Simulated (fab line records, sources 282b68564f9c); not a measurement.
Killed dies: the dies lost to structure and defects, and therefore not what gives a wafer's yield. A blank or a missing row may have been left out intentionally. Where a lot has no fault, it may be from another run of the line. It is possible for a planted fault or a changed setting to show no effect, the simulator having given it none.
Check for tools in common || flow ritCmos || Sample size 13 lots and 39 wafers

## WHY IT WAS OPENED
Of 13 lots, 1 have the reading PRETRO_TW flagged at RIT_PRETRO_TW_MEAS_10. Fault-free wafers read 477, with a standard deviation of 4.5.
Rule: a lot is flagged in two cases, either no wafer of it has a number, or all its wafers with numbers fall more than 4 standard deviations from that mean. The other lots count as sound.

{"lot": "L891", "measured": "day 2 08:37", "on": "filmMetro-01", "PRETRO_TW, wafer by wafer": "470 469 470", "flag": ""}
{"lot": "L893", "measured": "day 2 18:06", "on": "filmMetro-01", "PRETRO_TW, wafer by wafer": "475 474 472", "flag": ""}
{"lot": "L895", "measured": "day 3 07:46", "on": "filmMetro-01", "PRETRO_TW, wafer by wafer": "476 474 475", "flag": ""}
{"lot": "L896", "measured": "day 3 11:01", "on": "filmMetro-02", "PRETRO_TW, wafer by wafer": "474 479 476", "flag": ""}
{"lot": "L897", "measured": "day 3 15:16", "on": "filmMetro-01", "PRETRO_TW, wafer by wafer": "473 475 475", "flag": ""}
{"lot": "L899", "measured": "day 3 23:47", "on": "filmMetro-02", "PRETRO_TW, wafer by wafer": "30 30 30", "flag": "FLAGGED"}
{"lot": "L903", "measured": "day 4 20:57", "on": "filmMetro-03", "PRETRO_TW, wafer by wafer": "481 482 480", "flag": ""}
{"lot": "L908", "measured": "day 6 04:37", "on": "filmMetro-03", "PRETRO_TW, wafer by wafer": "485 482 485", "flag": ""}
{"lot": "L909", "measured": "day 6 09:41", "on": "filmMetro-01", "PRETRO_TW, wafer by wafer": "472 472 473", "flag": ""}
{"lot": "L911", "measured": "day 6 17:50", "on": "filmMetro-03", "PRETRO_TW, wafer by wafer": "483 485 483", "flag": ""}
{"lot": "L910", "measured": "day 6 18:26", "on": "filmMetro-02", "PRETRO_TW, wafer by wafer": "479 477 474", "flag": ""}
{"lot": "L914", "measured": "day 7 12:13", "on": "filmMetro-01", "PRETRO_TW, wafer by wafer": "472 472 475", "flag": ""}
{"lot": "L913", "measured": "day 7 12:20", "on": "filmMetro-03", "PRETRO_TW, wafer by wafer": "483 484 482", "flag": ""}
Averaged over the flagged lots the numbers come to 30, -447 from the usual (-99 or more standard deviations).

## TOOL THAT RAN EACH LOT
The record holds 1 process step before the reading, out of a route of 202 steps. Each cell gives the tool, then ch followed by the chambers the sampled wafers passed through, then the start.
{"lot": "L891", "flag": "", "RIT_PRETRO_EXPOSE_03": "ilineStepper-01 ch 0, day 2 07:34"}
{"lot": "L893", "flag": "", "RIT_PRETRO_EXPOSE_03": "ilineStepper-02 ch 0, day 2 17:04"}
{"lot": "L895", "flag": "", "RIT_PRETRO_EXPOSE_03": "ilineStepper-01 ch 0, day 3 06:39"}
{"lot": "L896", "flag": "", "RIT_PRETRO_EXPOSE_03": "ilineStepper-02 ch 0, day 3 09:58"}
{"lot": "L897", "flag": "", "RIT_PRETRO_EXPOSE_03": "ilineStepper-01 ch 0, day 3 14:14"}
{"lot": "L899", "flag": "FLAGGED", "RIT_PRETRO_EXPOSE_03": "ilineStepper-02 ch 0, day 3 22:40"}
{"lot": "L903", "flag": "", "RIT_PRETRO_EXPOSE_03": "ilineStepper-01 ch 0, day 4 19:55"}
{"lot": "L908", "flag": "", "RIT_PRETRO_EXPOSE_03": "ilineStepper-01 ch 0, day 6 03:35"}
{"lot": "L909", "flag": "", "RIT_PRETRO_EXPOSE_03": "ilineStepper-01 ch 0, day 6 08:32"}
{"lot": "L911", "flag": "", "RIT_PRETRO_EXPOSE_03": "ilineStepper-02 ch 0, day 6 16:49"}
{"lot": "L910", "flag": "", "RIT_PRETRO_EXPOSE_03": "ilineStepper-02 ch 0, day 6 17:25"}
{"lot": "L914", "flag": "", "RIT_PRETRO_EXPOSE_03": "ilineStepper-02 ch 0, day 7 11:05"}
{"lot": "L913", "flag": "", "RIT_PRETRO_EXPOSE_03": "ilineStepper-01 ch 0, day 7 11:18"}
What the steps here do:
- RIT_PRETRO_EXPOSE_03: exposes mask M5, target cd 43700 nm.
- RIT_PRETRO_TW_MEAS_10

## FLAGGED OVER TOTAL, TOOL BY TOOL (the gauges that took the reading come last)
{"step": "RIT_PRETRO_EXPOSE_03", "tool": "ilineStepper-01", "lots run": 7, "flagged": 0, "share of the flagged lots": "none", "sound lots run after its first flagged lot": "-"}
{"step": "RIT_PRETRO_EXPOSE_03", "tool": "ilineStepper-02", "lots run": 6, "flagged": 1, "share of the flagged lots": "all", "sound lots run after its first flagged lot": "3 (L911,L910,L914)"}
{"step": "RIT_PRETRO_TW_MEAS_10", "tool": "filmMetro-01", "lots run": 6, "flagged": 0, "share of the flagged lots": "none", "sound lots run after its first flagged lot": "-"}
{"step": "RIT_PRETRO_TW_MEAS_10", "tool": "filmMetro-02", "lots run": 3, "flagged": 1, "share of the flagged lots": "all", "sound lots run after its first flagged lot": "1 (L910)"}
{"step": "RIT_PRETRO_TW_MEAS_10", "tool": "filmMetro-03", "lots run": 4, "flagged": 0, "share of the flagged lots": "none", "sound lots run after its first flagged lot": "-"}

## WHAT THE TABLE PERMITS
In 2 table rows, all flagged lots were run: ilineStepper-02 (RIT_PRETRO_EXPOSE_03), filmMetro-02 (RIT_PRETRO_TW_MEAS_10).
- ilineStepper-02 at RIT_PRETRO_EXPOSE_03 ran 6 lots, 1 of them flagged. Lots that were sound ran on it after the first flagged one (L911, L910, L914); a persistent fault on the entire tool would not allow that.
- filmMetro-02 at RIT_PRETRO_TW_MEAS_10 ran 3 lots, 1 of them flagged. Lots that were sound ran on it after the first flagged one (L910); a persistent fault on the entire tool would not allow that.
There is no row in the table that ran each flagged lot and no sound lot after the first.

## WHAT WAS PUT IN BY THE SIMULATOR
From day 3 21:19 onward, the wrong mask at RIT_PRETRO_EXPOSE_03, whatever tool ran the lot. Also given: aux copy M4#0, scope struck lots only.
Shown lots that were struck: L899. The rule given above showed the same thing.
